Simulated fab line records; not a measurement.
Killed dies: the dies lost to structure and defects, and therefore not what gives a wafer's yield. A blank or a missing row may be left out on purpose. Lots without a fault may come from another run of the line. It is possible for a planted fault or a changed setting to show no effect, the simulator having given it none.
Tool commonality check :: flow berkeley_cmos170 :: 15 lots and 45 wafers in the sample

== WHAT PROMPTED THE OPENING ==
3 of 15 lots carry a flag on the reading ACTIVE_OXIDE_THK at UCB170_ACTIVE_THK_MEAS_03. Wafers without a fault read 26.4 nm, standard deviation 0.67.
Rule: flag the lot when none of its wafers has a number, or when each of its wafers that has one lies beyond 4 standard deviations from that mean. The other lots count as sound.

lot: L752
measured: day 4 12:44
on: film_metro-03
ACTIVE_OXIDE_THK (nm), wafer by wafer: 26.7 26.8 26.6
flag: 

lot: L753
measured: day 4 12:46
on: film_metro-04
ACTIVE_OXIDE_THK (nm), wafer by wafer: 27.1 26.7 27.0
flag: 

lot: L755
measured: day 5 06:38
on: film_metro-04
ACTIVE_OXIDE_THK (nm), wafer by wafer: 26.1 26.3 25.8
flag: 

lot: L756
measured: day 5 10:59
on: film_metro-03
ACTIVE_OXIDE_THK (nm), wafer by wafer: 40.0 39.3 39.9
flag: FLAGGED

lot: L760
measured: day 6 03:34
on: film_metro-03
ACTIVE_OXIDE_THK (nm), wafer by wafer: 26.9 27.3 26.7
flag: 

lot: L761
measured: day 6 06:06
on: film_metro-01
ACTIVE_OXIDE_THK (nm), wafer by wafer: 40.6 40.2 39.6
flag: FLAGGED

lot: L766
measured: day 7 13:14
on: film_metro-03
ACTIVE_OXIDE_THK (nm), wafer by wafer: 39.7 39.8 39.6
flag: FLAGGED

lot: L767
measured: day 7 17:57
on: film_metro-03
ACTIVE_OXIDE_THK (nm), wafer by wafer: 25.0 25.0 25.3
flag: 

lot: L768
measured: day 7 17:58
on: film_metro-04
ACTIVE_OXIDE_THK (nm), wafer by wafer: 25.8 25.8 25.3
flag: 

lot: L769
measured: day 7 18:01
on: film_metro-03
ACTIVE_OXIDE_THK (nm), wafer by wafer: 25.5 26.0 26.0
flag: 

lot: L771
measured: day 8 05:04
on: film_metro-01
ACTIVE_OXIDE_THK (nm), wafer by wafer: 26.8 26.4 26.9
flag: 

lot: L772
measured: day 8 15:45
on: film_metro-04
ACTIVE_OXIDE_THK (nm), wafer by wafer: 26.3 26.8 26.7
flag: 

lot: L773
measured: day 8 15:46
on: film_metro-03
ACTIVE_OXIDE_THK (nm), wafer by wafer: 26.5 26.8 27.0
flag: 

lot: L774
measured: day 8 15:46
on: film_metro-01
ACTIVE_OXIDE_THK (nm), wafer by wafer: 26.1 26.6 26.1
flag: 

lot: L775
measured: day 9 05:02
on: film_metro-04
ACTIVE_OXIDE_THK (nm), wafer by wafer: 26.7 25.6 26.5
flag: 
The numbers of the flagged lots are 39.9 nm on average: +13.5 nm against the usual, or +20 standard deviations.

== WHICH TOOL RAN EACH LOT ==
The record holds 2 process steps before the reading, out of a route of 331 steps. Cell contents, in order: the tool; ch with the chambers the sampled wafers went through; the start.
lot: L752
flag: 
UCB170_PWELL_ETCH_14: rie_diel-02 ch 1,2,3, day 3 08:45
UCB170_ACTIVE_OXIDATION_02: furnace-02 ch 0, day 4 11:23

lot: L753
flag: 
UCB170_PWELL_ETCH_14: rie_diel-01 ch 0,1,2, day 3 08:28
UCB170_ACTIVE_OXIDATION_02: furnace-02 ch 0, day 4 11:23

lot: L755
flag: 
UCB170_PWELL_ETCH_14: rie_diel-01 ch 1,2,3, day 4 00:29
UCB170_ACTIVE_OXIDATION_02: furnace-01 ch 0, day 5 05:17

lot: L756
flag: FLAGGED
UCB170_PWELL_ETCH_14: rie_diel-02 ch 0,1,2, day 4 00:17
UCB170_ACTIVE_OXIDATION_02: furnace-01 ch 0, day 5 05:17

lot: L760
flag: 
UCB170_PWELL_ETCH_14: rie_diel-03 ch 2,3, day 5 01:34
UCB170_ACTIVE_OXIDATION_02: furnace-04 ch 0, day 6 02:09

lot: L761
flag: FLAGGED
UCB170_PWELL_ETCH_14: rie_diel-02 ch 0,2, day 5 05:44
UCB170_ACTIVE_OXIDATION_02: furnace-04 ch 0, day 6 02:09

lot: L766
flag: FLAGGED
UCB170_PWELL_ETCH_14: rie_diel-02 ch 1,2,3, day 6 07:58
UCB170_ACTIVE_OXIDATION_02: furnace-01 ch 0, day 7 09:34 and furnace-04 ch 0, day 7 11:53

lot: L767
flag: 
UCB170_PWELL_ETCH_14: rie_diel-01 ch 0,1, day 6 12:42
UCB170_ACTIVE_OXIDATION_02: furnace-01 ch 0, day 7 16:36

lot: L768
flag: 
UCB170_PWELL_ETCH_14: rie_diel-01 ch 0,2,3, day 6 12:20
UCB170_ACTIVE_OXIDATION_02: furnace-01 ch 0, day 7 16:36

lot: L769
flag: 
UCB170_PWELL_ETCH_14: rie_diel-01 ch 0,2,3, day 6 19:54
UCB170_ACTIVE_OXIDATION_02: furnace-01 ch 0, day 7 16:36

lot: L771
flag: 
UCB170_PWELL_ETCH_14: rie_diel-02 ch 0,1,3, day 7 09:07
UCB170_ACTIVE_OXIDATION_02: furnace-04 ch 0, day 8 03:43

lot: L772
flag: 
UCB170_PWELL_ETCH_14: rie_diel-01 ch 1,3, day 7 16:37
UCB170_ACTIVE_OXIDATION_02: furnace-01 ch 0, day 8 14:24

lot: L773
flag: 
UCB170_PWELL_ETCH_14: rie_diel-02 ch 2,3, day 7 16:16
UCB170_ACTIVE_OXIDATION_02: furnace-01 ch 0, day 8 14:24

lot: L774
flag: 
UCB170_PWELL_ETCH_14: rie_diel-03 ch 1,2, day 7 16:38
UCB170_ACTIVE_OXIDATION_02: furnace-01 ch 0, day 8 14:24

lot: L775
flag: 
UCB170_PWELL_ETCH_14: rie_diel-03 ch 0,1,3, day 8 04:04
UCB170_ACTIVE_OXIDATION_02: furnace-02 ch 0, day 9 03:41
What the steps here do:
- UCB170_PWELL_ETCH_14: etches Si3N4 in CH3F/Ar/O2, stops on SiO2, target depth 242 nm, time 151 s.
- UCB170_ACTIVE_OXIDATION_02: target thk 26.4 nm, ox time 1260 s.
- UCB170_ACTIVE_THK_MEAS_03

== FLAGGED OVER TOTAL, TOOL BY TOOL (the gauges that took the reading come last) ==
step: UCB170_PWELL_ETCH_14
tool: rie_diel-01
lots run: 6
flagged: 0
share of the flagged lots: none
sound lots run after its first flagged lot: -

step: UCB170_PWELL_ETCH_14
tool: rie_diel-02
lots run: 6
flagged: 3
share of the flagged lots: all
sound lots run after its first flagged lot: 2 (L771,L773)

step: UCB170_PWELL_ETCH_14
tool: rie_diel-03
lots run: 3
flagged: 0
share of the flagged lots: none
sound lots run after its first flagged lot: -

step: UCB170_ACTIVE_OXIDATION_02
tool: furnace-01
lots run: 9
flagged: 2
share of the flagged lots: some
sound lots run after its first flagged lot: 6 (L767,L768,L769,L772,L773,L774)

step: UCB170_ACTIVE_OXIDATION_02
tool: furnace-02
lots run: 3
flagged: 0
share of the flagged lots: none
sound lots run after its first flagged lot: -

step: UCB170_ACTIVE_OXIDATION_02
tool: furnace-04
lots run: 4
flagged: 2
share of the flagged lots: some
sound lots run after its first flagged lot: 1 (L771)

step: UCB170_ACTIVE_THK_MEAS_03
tool: film_metro-01
lots run: 3
flagged: 1
share of the flagged lots: some
sound lots run after its first flagged lot: 2 (L771,L774)

step: UCB170_ACTIVE_THK_MEAS_03
tool: film_metro-03
lots run: 7
flagged: 2
share of the flagged lots: some
sound lots run after its first flagged lot: 4 (L760,L767,L769,L773)

step: UCB170_ACTIVE_THK_MEAS_03
tool: film_metro-04
lots run: 5
flagged: 0
share of the flagged lots: none
sound lots run after its first flagged lot: -

== WHAT IS ALLOWED BY THE TABLE ==
All flagged lots share 1 row of the table, namely rie_diel-02 at UCB170_PWELL_ETCH_14.
- rie_diel-02 at UCB170_PWELL_ETCH_14: 3 of its 6 lots flagged. Sound lots ran on it after the first flagged one (L771, L773), which a lasting fault on the whole tool wouldn't allow.
None of the table's rows ran every flagged lot and, after the first, no sound lot.

== WHAT THE SIMULATOR HAD INSERTED ==
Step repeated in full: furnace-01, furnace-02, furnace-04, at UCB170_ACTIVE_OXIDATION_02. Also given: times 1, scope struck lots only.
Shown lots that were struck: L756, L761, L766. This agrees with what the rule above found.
